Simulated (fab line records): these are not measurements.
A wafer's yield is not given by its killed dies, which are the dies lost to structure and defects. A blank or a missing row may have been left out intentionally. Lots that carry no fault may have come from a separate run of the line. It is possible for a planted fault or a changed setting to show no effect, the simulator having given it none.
Which of the tools did it? || flow berkeley cmos170 || 15 lots, 45 wafers sampled, at 5 steps of a route of 331

## WHAT EACH GAUGE READ, for each wafer
UCB170_PFIELD_OVL_MEAS_06. Usual: for PFIELD_OVL the level is -2 nm and the standard deviation is 6.6.
{"lot": "L259", "measured": "day 5 16:04", "on": "overlay-01", "PFIELD_OVL (nm)": "-7 -5 3", "flag": ""}
{"lot": "L261", "measured": "day 6 01:22", "on": "overlay-01", "PFIELD_OVL (nm)": "2 -3 -3", "flag": ""}
{"lot": "L263", "measured": "day 6 10:35", "on": "overlay-01", "PFIELD_OVL (nm)": "-9 -5 -1", "flag": ""}
{"lot": "L262", "measured": "day 6 10:50", "on": "overlay-01", "PFIELD_OVL (nm)": "5 5 10", "flag": ""}
{"lot": "L265", "measured": "day 6 19:50", "on": "overlay-01", "PFIELD_OVL (nm)": "0 -9 1", "flag": ""}
{"lot": "L266", "measured": "day 6 20:18", "on": "overlay-01", "PFIELD_OVL (nm)": "2 0 4", "flag": ""}
{"lot": "L267", "measured": "day 6 19:46", "on": "overlay-01", "PFIELD_OVL (nm)": "-11 -11 -3", "flag": ""}
{"lot": "L268", "measured": "day 7 19:34", "on": "overlay-01", "PFIELD_OVL (nm)": "-2 0 -9", "flag": ""}
{"lot": "L270", "measured": "day 7 21:23", "on": "overlay-02", "PFIELD_OVL (nm)": "-4 -11 -16", "flag": ""}
{"lot": "L273", "measured": "day 7 20:44", "on": "overlay-01", "PFIELD_OVL (nm)": "-6 -3 -6", "flag": ""}
{"lot": "L276", "measured": "day 8 11:57", "on": "overlay-01", "PFIELD_OVL (nm)": "-12 -5 -10", "flag": ""}
{"lot": "L279", "measured": "day 8 19:00", "on": "overlay-02", "PFIELD_OVL (nm)": "5 -2 3", "flag": ""}

UCB170_GATE_THK_MEAS_05. Usual: for GATE_POLY_THK the level is 213.6 nm and the standard deviation is 1.7.
{"lot": "L259", "measured": "day 7 18:19", "on": "film metro-04", "GATE_POLY_THK (nm)": "212.7 211.7 214.1", "flag": ""}
{"lot": "L261", "measured": "day 8 05:18", "on": "film metro-03", "GATE_POLY_THK (nm)": "212.2 213.7 213.4", "flag": ""}
{"lot": "L263", "measured": "day 8 13:12", "on": "film metro-04", "GATE_POLY_THK (nm)": "214.4 213.5 211.3", "flag": ""}
{"lot": "L262", "measured": "day 8 13:11", "on": "film metro-03", "GATE_POLY_THK (nm)": "212.1 213.9 214.3", "flag": ""}
{"lot": "L265", "measured": "day 9 03:22", "on": "film metro-04", "GATE_POLY_THK (nm)": "217.2 215.2 216.8", "flag": ""}
{"lot": "L266", "measured": "day 9 03:20", "on": "film metro-02", "GATE_POLY_THK (nm)": "213.6 214.0 210.5", "flag": ""}
{"lot": "L267", "measured": "day 9 03:22", "on": "film metro-03", "GATE_POLY_THK (nm)": "215.9 214.5 213.3", "flag": ""}
{"lot": "L268", "measured": "day 9 23:24", "on": "film metro-03", "GATE_POLY_THK (nm)": "214.3 212.3 213.8", "flag": ""}
{"lot": "L270", "measured": "day 9 23:26", "on": "film metro-03", "GATE_POLY_THK (nm)": "213.8 214.3 215.3", "flag": ""}
{"lot": "L273", "measured": "day 9 23:28", "on": "film metro-02", "GATE_POLY_THK (nm)": "214.5 214.7 215.2", "flag": ""}
{"lot": "L276", "measured": "day 10 15:01", "on": "film metro-02", "GATE_POLY_THK (nm)": "211.5 212.4 211.0", "flag": ""}
{"lot": "L279", "measured": "day 10 15:05", "on": "film metro-02", "GATE_POLY_THK (nm)": "211.0 213.6 209.5", "flag": ""}

## TOOL THAT RAN EACH LOT (tool first, then ch and the chambers of the sampled wafers, then the start)
{"lot": "L259", "UCB170_NWELL_ETCH_13": "rie diel-02 ch 1,2,3, day 2 16:02", "UCB170_NWELL_STRIP_15": "plasma asher-04 ch 0,1, day 2 16:20", "UCB170_PFIELD_STRIP_08": "plasma asher-04 ch 0,1, day 5 16:16"}
{"lot": "L261", "UCB170_NWELL_ETCH_13": "rie diel-03 ch 1,2, day 3 03:37", "UCB170_NWELL_STRIP_15": "plasma asher-02 ch 0,1, day 3 03:52", "UCB170_PFIELD_STRIP_08": "plasma asher-02 ch 1, day 6 01:33"}
{"lot": "L263", "UCB170_NWELL_ETCH_13": "rie diel-02 ch 0,3, day 3 15:14", "UCB170_NWELL_STRIP_15": "plasma asher-02 ch 0,1, day 3 15:32", "UCB170_PFIELD_STRIP_08": "plasma asher-04 ch 0,1, day 6 10:47"}
{"lot": "L262", "UCB170_NWELL_ETCH_13": "rie diel-03 ch 0,2,3, day 3 15:29", "UCB170_NWELL_STRIP_15": "plasma asher-04 ch 0,1, day 3 15:44", "UCB170_PFIELD_STRIP_08": "plasma asher-04 ch 0,1, day 6 11:02"}
{"lot": "L265", "UCB170_NWELL_ETCH_13": "rie diel-02 ch 0,2,3, day 4 00:55", "UCB170_NWELL_STRIP_15": "plasma asher-03 ch 0,1, day 4 01:10", "UCB170_PFIELD_STRIP_08": "plasma asher-01 ch 0,1, day 6 20:05"}
{"lot": "L266", "UCB170_NWELL_ETCH_13": "rie diel-01 ch 0,1,2, day 4 12:33", "UCB170_NWELL_STRIP_15": "plasma asher-03 ch 0,1, day 4 12:50", "UCB170_PFIELD_STRIP_08": "plasma asher-01 ch 0,1, day 6 20:31"}
{"lot": "L267", "UCB170_NWELL_ETCH_13": "rie diel-02 ch 0,3, day 4 12:47", "UCB170_NWELL_STRIP_15": "plasma asher-02 ch 0,1, day 4 13:02", "UCB170_PFIELD_STRIP_08": "plasma asher-01 ch 0,1, day 6 19:57"}
{"lot": "L268", "UCB170_NWELL_ETCH_13": "rie diel-02 ch 1,2,3, day 5 06:22", "UCB170_NWELL_STRIP_15": "plasma asher-03 ch 0,1, day 5 06:39", "UCB170_PFIELD_STRIP_08": "plasma asher-04 ch 0,1, day 7 19:47"}
{"lot": "L270", "UCB170_NWELL_ETCH_13": "rie diel-03 ch 0,2,3, day 5 14:24", "UCB170_NWELL_STRIP_15": "plasma asher-04 ch 0,1, day 5 14:39", "UCB170_PFIELD_STRIP_08": "plasma asher-01 ch 0,1, day 7 21:35"}
{"lot": "L273", "UCB170_NWELL_ETCH_13": "rie diel-02 ch 1,2,3, day 5 20:05", "UCB170_NWELL_STRIP_15": "plasma asher-03 ch 1, day 5 20:20", "UCB170_PFIELD_STRIP_08": "plasma asher-04 ch 0,1, day 7 20:55"}
{"lot": "L276", "UCB170_NWELL_ETCH_13": "rie diel-01 ch 0,1,3, day 6 03:07", "UCB170_NWELL_STRIP_15": "plasma asher-03 ch 0,1, day 6 03:22", "UCB170_PFIELD_STRIP_08": "plasma asher-01 ch 0,1, day 8 12:08"}
{"lot": "L275", "UCB170_NWELL_ETCH_13": "rie diel-03 ch 0,2,3, day 6 03:09", "UCB170_NWELL_STRIP_15": "plasma asher-03 ch 0,1, day 6 03:31", "UCB170_PFIELD_STRIP_08": "-"}
{"lot": "L277", "UCB170_NWELL_ETCH_13": "rie diel-02 ch 0,2,3, day 6 03:42", "UCB170_NWELL_STRIP_15": "plasma asher-03 ch 0,1, day 6 03:59", "UCB170_PFIELD_STRIP_08": "-"}
{"lot": "L278", "UCB170_NWELL_ETCH_13": "rie diel-03 ch 1,3, day 6 07:41", "UCB170_NWELL_STRIP_15": "plasma asher-03 ch 0,1, day 6 07:56", "UCB170_PFIELD_STRIP_08": "-"}
{"lot": "L279", "UCB170_NWELL_ETCH_13": "rie diel-02 ch 1,2, day 6 13:10", "UCB170_NWELL_STRIP_15": "plasma asher-03 ch 0,1, day 6 13:26", "UCB170_PFIELD_STRIP_08": "plasma asher-01 ch 0,1, day 8 19:13"}
- UCB170_NWELL_ETCH_13: etches Si3N4 in CH3F/Ar/O2, stops on SiO2, target depth 246.4 nm, time 154 s.
- UCB170_NWELL_STRIP_15: strips in O2.
- UCB170_PFIELD_STRIP_08: strips in O2.

## AS READ BY THE TOOLS THEMSELVES (means over the sampled wafers that have a number; for cases with no such wafer, the mark the record gives instead)
UCB170_NWELL_ETCH_13. Usual: CH3F_flow_sccm 20.00 sccm, standard deviation 0.055; O2_flow_sccm 6.999 sccm, standard deviation 0.019; drypump motor current A 5.7 A, standard deviation 0.55; oes product au 0.940 a.u., standard deviation 0.018; rf fwd power W 447.8 W, standard deviation 1.7; throttle valve pct 8.06 %, standard deviation 0.14.
{"lot": "L259", "tool": "rie diel-02", "CH3F_flow_sccm (sccm)": 19.99, "O2_flow_sccm (sccm)": 7.008, "drypump motor current A (A)": 5.7, "oes product au (a.u.)": 0.928, "rf fwd power W (W)": 446.9, "throttle valve pct (%)": 8.05, "flag": ""}
{"lot": "L261", "tool": "rie diel-03", "CH3F_flow_sccm (sccm)": 19.99, "O2_flow_sccm (sccm)": 7.007, "drypump motor current A (A)": 5.9, "oes product au (a.u.)": 0.953, "rf fwd power W (W)": 448.2, "throttle valve pct (%)": 8.03, "flag": ""}
{"lot": "L263", "tool": "rie diel-02", "CH3F_flow_sccm (sccm)": 20.03, "O2_flow_sccm (sccm)": 7.005, "drypump motor current A (A)": 5.4, "oes product au (a.u.)": 0.958, "rf fwd power W (W)": 447.5, "throttle valve pct (%)": 7.86, "flag": ""}
{"lot": "L262", "tool": "rie diel-03", "CH3F_flow_sccm (sccm)": 20.00, "O2_flow_sccm (sccm)": 7.003, "drypump motor current A (A)": 5.7, "oes product au (a.u.)": 0.948, "rf fwd power W (W)": 447.9, "throttle valve pct (%)": 8.11, "flag": ""}
{"lot": "L265", "tool": "rie diel-02", "CH3F_flow_sccm (sccm)": 19.99, "O2_flow_sccm (sccm)": 6.976, "drypump motor current A (A)": 5.3, "oes product au (a.u.)": 0.930, "rf fwd power W (W)": 448.6, "throttle valve pct (%)": 7.97, "flag": ""}
{"lot": "L266", "tool": "rie diel-01", "CH3F_flow_sccm (sccm)": 20.04, "O2_flow_sccm (sccm)": 7.020, "drypump motor current A (A)": 5.8, "oes product au (a.u.)": 0.948, "rf fwd power W (W)": 448.0, "throttle valve pct (%)": 8.15, "flag": ""}
{"lot": "L267", "tool": "rie diel-02", "CH3F_flow_sccm (sccm)": 19.99, "O2_flow_sccm (sccm)": 6.970, "drypump motor current A (A)": 5.4, "oes product au (a.u.)": 0.952, "rf fwd power W (W)": 447.9, "throttle valve pct (%)": 7.86, "flag": ""}
{"lot": "L268", "tool": "rie diel-02", "CH3F_flow_sccm (sccm)": 20.03, "O2_flow_sccm (sccm)": 6.990, "drypump motor current A (A)": 5.7, "oes product au (a.u.)": 0.930, "rf fwd power W (W)": 447.2, "throttle valve pct (%)": 8.06, "flag": ""}
{"lot": "L270", "tool": "rie diel-03", "CH3F_flow_sccm (sccm)": 20.00, "O2_flow_sccm (sccm)": 7.007, "drypump motor current A (A)": 5.7, "oes product au (a.u.)": 0.933, "rf fwd power W (W)": 448.0, "throttle valve pct (%)": 8.10, "flag": ""}
{"lot": "L273", "tool": "rie diel-02", "CH3F_flow_sccm (sccm)": 19.99, "O2_flow_sccm (sccm)": 7.004, "drypump motor current A (A)": 5.7, "oes product au (a.u.)": 0.936, "rf fwd power W (W)": 448.0, "throttle valve pct (%)": 8.06, "flag": ""}
{"lot": "L276", "tool": "rie diel-01", "CH3F_flow_sccm (sccm)": 19.96, "O2_flow_sccm (sccm)": 6.980, "drypump motor current A (A)": 5.9, "oes product au (a.u.)": 0.929, "rf fwd power W (W)": 447.3, "throttle valve pct (%)": 8.14, "flag": ""}
{"lot": "L275", "tool": "rie diel-03", "CH3F_flow_sccm (sccm)": "-", "O2_flow_sccm (sccm)": "-", "drypump motor current A (A)": "-", "oes product au (a.u.)": "-", "rf fwd power W (W)": "-", "throttle valve pct (%)": "-", "flag": "OFF"}
{"lot": "L277", "tool": "rie diel-02", "CH3F_flow_sccm (sccm)": "-", "O2_flow_sccm (sccm)": "-", "drypump motor current A (A)": "-", "oes product au (a.u.)": "-", "rf fwd power W (W)": "-", "throttle valve pct (%)": "-", "flag": "OFF"}
{"lot": "L278", "tool": "rie diel-03", "CH3F_flow_sccm (sccm)": "-", "O2_flow_sccm (sccm)": "-", "drypump motor current A (A)": "-", "oes product au (a.u.)": "-", "rf fwd power W (W)": "-", "throttle valve pct (%)": "-", "flag": "OFF"}
{"lot": "L279", "tool": "rie diel-02", "CH3F_flow_sccm (sccm)": 19.96, "O2_flow_sccm (sccm)": 7.021, "drypump motor current A (A)": 5.7, "oes product au (a.u.)": 0.909, "rf fwd power W (W)": 449.0, "throttle valve pct (%)": 8.19, "flag": ""}

UCB170_NWELL_STRIP_15. Usual: drypump motor current A 5.8 A, standard deviation 0.36; oes product au 0.721 a.u., standard deviation 0.0046; strip time to endpoint s 18.06 s, standard deviation 0.077.
{"lot": "L259", "tool": "plasma asher-04", "drypump motor current A (A)": 5.4, "oes product au (a.u.)": 0.726, "strip time to endpoint s (s)": 18.03, "flag": ""}
{"lot": "L261", "tool": "plasma asher-02", "drypump motor current A (A)": 6.0, "oes product au (a.u.)": 0.724, "strip time to endpoint s (s)": 18.09, "flag": ""}
{"lot": "L263", "tool": "plasma asher-02", "drypump motor current A (A)": 6.0, "oes product au (a.u.)": 0.722, "strip time to endpoint s (s)": 18.09, "flag": ""}
{"lot": "L262", "tool": "plasma asher-04", "drypump motor current A (A)": 5.4, "oes product au (a.u.)": 0.718, "strip time to endpoint s (s)": 18.06, "flag": ""}
{"lot": "L265", "tool": "plasma asher-03", "drypump motor current A (A)": 5.8, "oes product au (a.u.)": 0.720, "strip time to endpoint s (s)": 18.03, "flag": ""}
{"lot": "L266", "tool": "plasma asher-03", "drypump motor current A (A)": 6.1, "oes product au (a.u.)": 0.720, "strip time to endpoint s (s)": 18.18, "flag": ""}
{"lot": "L267", "tool": "plasma asher-02", "drypump motor current A (A)": 6.0, "oes product au (a.u.)": 0.719, "strip time to endpoint s (s)": 18.10, "flag": ""}
{"lot": "L268", "tool": "plasma asher-03", "drypump motor current A (A)": 5.8, "oes product au (a.u.)": 0.724, "strip time to endpoint s (s)": 18.08, "flag": ""}
{"lot": "L270", "tool": "plasma asher-04", "drypump motor current A (A)": 5.4, "oes product au (a.u.)": 0.719, "strip time to endpoint s (s)": 17.93, "flag": ""}
{"lot": "L273", "tool": "plasma asher-03", "drypump motor current A (A)": 5.6, "oes product au (a.u.)": 0.718, "strip time to endpoint s (s)": 18.03, "flag": ""}
{"lot": "L276", "tool": "plasma asher-03", "drypump motor current A (A)": 6.1, "oes product au (a.u.)": 0.719, "strip time to endpoint s (s)": 18.10, "flag": ""}
{"lot": "L275", "tool": "plasma asher-03", "drypump motor current A (A)": 5.8, "oes product au (a.u.)": 0.735, "strip time to endpoint s (s)": 21.65, "flag": "OFF"}
{"lot": "L277", "tool": "plasma asher-03", "drypump motor current A (A)": 6.1, "oes product au (a.u.)": 0.734, "strip time to endpoint s (s)": 21.78, "flag": "OFF"}
{"lot": "L278", "tool": "plasma asher-03", "drypump motor current A (A)": 5.8, "oes product au (a.u.)": 0.738, "strip time to endpoint s (s)": 21.65, "flag": "OFF"}
{"lot": "L279", "tool": "plasma asher-03", "drypump motor current A (A)": 6.1, "oes product au (a.u.)": 0.723, "strip time to endpoint s (s)": 17.99, "flag": ""}

UCB170_PFIELD_STRIP_08. Usual: drypump motor current A 5.61 A, standard deviation 0.3; oes product au 0.735 a.u., standard deviation 0.0042; strip time to endpoint s 21.67 s, standard deviation 0.066.
{"lot": "L259", "tool": "plasma asher-04", "drypump motor current A (A)": 5.39, "oes product au (a.u.)": 0.730, "strip time to endpoint s (s)": 21.65, "flag": ""}
{"lot": "L261", "tool": "plasma asher-02", "drypump motor current A (A)": 6.11, "oes product au (a.u.)": 0.733, "strip time to endpoint s (s)": 21.57, "flag": ""}
{"lot": "L263", "tool": "plasma asher-04", "drypump motor current A (A)": 5.46, "oes product au (a.u.)": 0.736, "strip time to endpoint s (s)": 21.77, "flag": ""}
{"lot": "L262", "tool": "plasma asher-04", "drypump motor current A (A)": 5.44, "oes product au (a.u.)": 0.727, "strip time to endpoint s (s)": 21.75, "flag": ""}
{"lot": "L265", "tool": "plasma asher-01", "drypump motor current A (A)": 5.39, "oes product au (a.u.)": 0.735, "strip time to endpoint s (s)": 21.70, "flag": ""}
{"lot": "L266", "tool": "plasma asher-01", "drypump motor current A (A)": 5.56, "oes product au (a.u.)": 0.735, "strip time to endpoint s (s)": 21.65, "flag": ""}
{"lot": "L267", "tool": "plasma asher-01", "drypump motor current A (A)": 5.40, "oes product au (a.u.)": 0.741, "strip time to endpoint s (s)": 21.67, "flag": ""}
{"lot": "L268", "tool": "plasma asher-04", "drypump motor current A (A)": 5.40, "oes product au (a.u.)": 0.734, "strip time to endpoint s (s)": 21.71, "flag": ""}
{"lot": "L270", "tool": "plasma asher-01", "drypump motor current A (A)": 5.40, "oes product au (a.u.)": 0.733, "strip time to endpoint s (s)": 21.60, "flag": ""}
{"lot": "L273", "tool": "plasma asher-04", "drypump motor current A (A)": 5.44, "oes product au (a.u.)": 0.736, "strip time to endpoint s (s)": 21.64, "flag": ""}
{"lot": "L276", "tool": "plasma asher-01", "drypump motor current A (A)": 5.56, "oes product au (a.u.)": 0.733, "strip time to endpoint s (s)": 21.66, "flag": ""}
{"lot": "L279", "tool": "plasma asher-01", "drypump motor current A (A)": 5.39, "oes product au (a.u.)": 0.732, "strip time to endpoint s (s)": 21.65, "flag": ""}

## THE ANSWER, worked out from the rows above alone
Rule: take the mean of a lot's wafers that have a number; if it is more than 3 standard deviations from the usual mean, the lot is off. A lot without any number at a reading at which 4 lots or more have one is off too. The other lots that the step has rows for count as sound. After the gauges, taken in route order, come the tools' own readings; for these a lot's mean is taken, as printed above. The first step at which some lot is off is used, and at that step the reading that is off furthest; a lot without a number counts as furthest.
Off: L275, L277, L278, at UCB170_NWELL_ETCH_13 (CH3F_flow_sccm). Without a number there: L275, L277, L278.
A tool fits if, at that step or a process step before it, it ran every lot that is off, and no sound lot after the first of them. Of those tried, none fits.

## WHAT THE SIMULATOR PUT IN
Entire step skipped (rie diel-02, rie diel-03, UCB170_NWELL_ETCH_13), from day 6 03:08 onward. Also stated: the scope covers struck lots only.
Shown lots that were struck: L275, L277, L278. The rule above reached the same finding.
